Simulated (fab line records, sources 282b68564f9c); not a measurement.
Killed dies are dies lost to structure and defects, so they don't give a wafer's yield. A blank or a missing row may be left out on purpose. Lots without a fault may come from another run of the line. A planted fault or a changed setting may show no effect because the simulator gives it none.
A struck lot beside a sound one | flow rit_cmos | 17 steps out of a route of 202
Sound: wafers L845.2, L845.3, L845.6. Struck: wafer L853.1. (L853.2, L853.6 of the same lot were not struck and are left out.) The cause comes at the end.
At each step with rows: each side's tool, then ch and its chambers, then its first start. Under that, the readings that differ: sound wafers | struck wafers | difference of the means | sigmas: that difference in standard deviations of wafers without a fault.
alike: readings whose means differ by less than 2 such deviations, and words and numbers that are the same on both sides. not compared: withheld readings, readings that some wafer has no value for, bounds like >300 that may hide the same value, and numbers for which the record gives no deviation and whose values overlap.
The two part at a step that has a row with sigmas, a row that says differs or no value, or rows on one side only. Numbers that don't overlap but have no deviation are shown without sigmas and don't part them. A reading that every wafer of one side lacks parts them only if that side has two wafers or more.

first, 1 step without rows for these wafers: RIT_PSD_IMPLANT_08.
RIT_PSD_STRIP_09: strips in O2, time 180 s.
  sound on plasma_asher-04 ch 0,1, day 3 16:13; struck on plasma_asher-02 ch 1, day 5 02:07
  alike: chamber_pressure_mTorr, drypump_motor_current_A
  not compared: rf_hours_counter_h
RIT_PSD_TW_MEAS_10:
  sound on film_metro-02, day 3 16:24; struck on film_metro-01, day 5 02:17
  alike: PSD_TW
then, 3 steps without rows for these wafers: RIT_SDANNEAL_CLEAN_00 (cleans in SC1, time 600 s); RIT_SDANNEAL_CLEAN_01 (cleans in dHF, time 30 s); RIT_SDANNEAL_CLEAN_02 (cleans in SC2, time 600 s).
RIT_SDANNEAL_RTA_03: time 5 s.
  sound on rtp_anneal-02 ch 0, day 3 16:50; struck on rtp_anneal-01 ch 0, day 5 02:44
  alike: wafer_temp_C_max
RIT_SDANNEAL_RS_MEAS_04: measures by four-point-probe.
  sound on film_metro-01, day 3 16:55; struck on film_metro-03, day 5 02:47
  reading         | sound                | struck | difference | sigmas
  PSD_RS (ohm/sq) | 116.52 116.17 116.56 | 115.66 | -0.76      | -3
RIT_SDANNEAL_RS_MEAS_05: measures by four-point-probe.
  sound on film_metro-01, day 3 17:02; struck on film_metro-03, day 5 02:54
  alike: NSD_RS
RIT_SDANNEAL_RS_MEAS_06: measures by four-point-probe.
  sound on film_metro-01, day 3 17:09; struck on film_metro-03, day 5 03:01
  alike: PLDD_RS
RIT_SDANNEAL_RS_MEAS_07: measures by four-point-probe.
  sound on film_metro-01, day 3 17:16; struck on film_metro-03, day 5 03:08
  alike: NLDD_RS
then, 1 step without rows for these wafers: RIT_SILICIDE_WET_ETCH_00 (etches SiO2 in BOE, target depth 14 nm, time 15 s).
RIT_SILICIDE_SPUTTER_01: material Ti, target thk 30 nm, time 240 s.
  sound on pvd_sputter-03, day 3 17:23; struck on pvd_sputter-04, day 5 03:17
  reading                                     | sound                | struck | difference | sigmas
  chamber_pressure_pa (Pa)                    | 0.6699 0.6686 0.6699 | 0.5805 | -0.0890    | -68
  throttle_valve_pct (%)                      | 31.1 31.6 29.2       | 32.9   | +2.3       | +2
  model.Ti_of_SILICIDE_SPUTTER_01.thk_nm (nm) | 30.16 30.13 29.89    | 31     | +1         |
RIT_SILICIDE_RS_MEAS_02: measures by four-point-probe.
  sound on film_metro-02, day 3 17:33; struck on film_metro-02, day 5 03:43
  reading                 | sound          | struck | difference | sigmas
  SILICIDE_TI_RS (ohm/sq) | 47.6 47.7 48.2 | 36.5   | -11.3      | -17
  not compared: hold
RIT_SILICIDE_THK_MEAS_03: measures by xrf.
  sound on film_metro-02, day 3 17:40; struck on film_metro-02, day 5 06:39
  reading              | sound          | struck                   | difference                   | sigmas
  hold                 | - - -          | await_dispo/2.8h/release | no value on the sound wafers |
  SILICIDE_TI_THK (nm) | 30.2 30.2 30.0 | 31.2                     | +1.1                         | +3
RIT_SILICIDE_RTA_04: time 10 s, ramp up 5 s, ramp down 5 s.
  sound on rtp_anneal-01 ch 0, day 3 17:43; struck on rtp_anneal-02 ch 0, day 5 06:43
  alike: wafer_temp_C_max
RIT_M1_PROBE_99:
  the record has rows for the struck wafers here (prober-02, day 5 13:49) and none for the sound ones

WHERE THEY PART
First at RIT_SDANNEAL_RS_MEAS_04; last, within this record, at RIT_M1_PROBE_99.

WHY: what the simulator had put in
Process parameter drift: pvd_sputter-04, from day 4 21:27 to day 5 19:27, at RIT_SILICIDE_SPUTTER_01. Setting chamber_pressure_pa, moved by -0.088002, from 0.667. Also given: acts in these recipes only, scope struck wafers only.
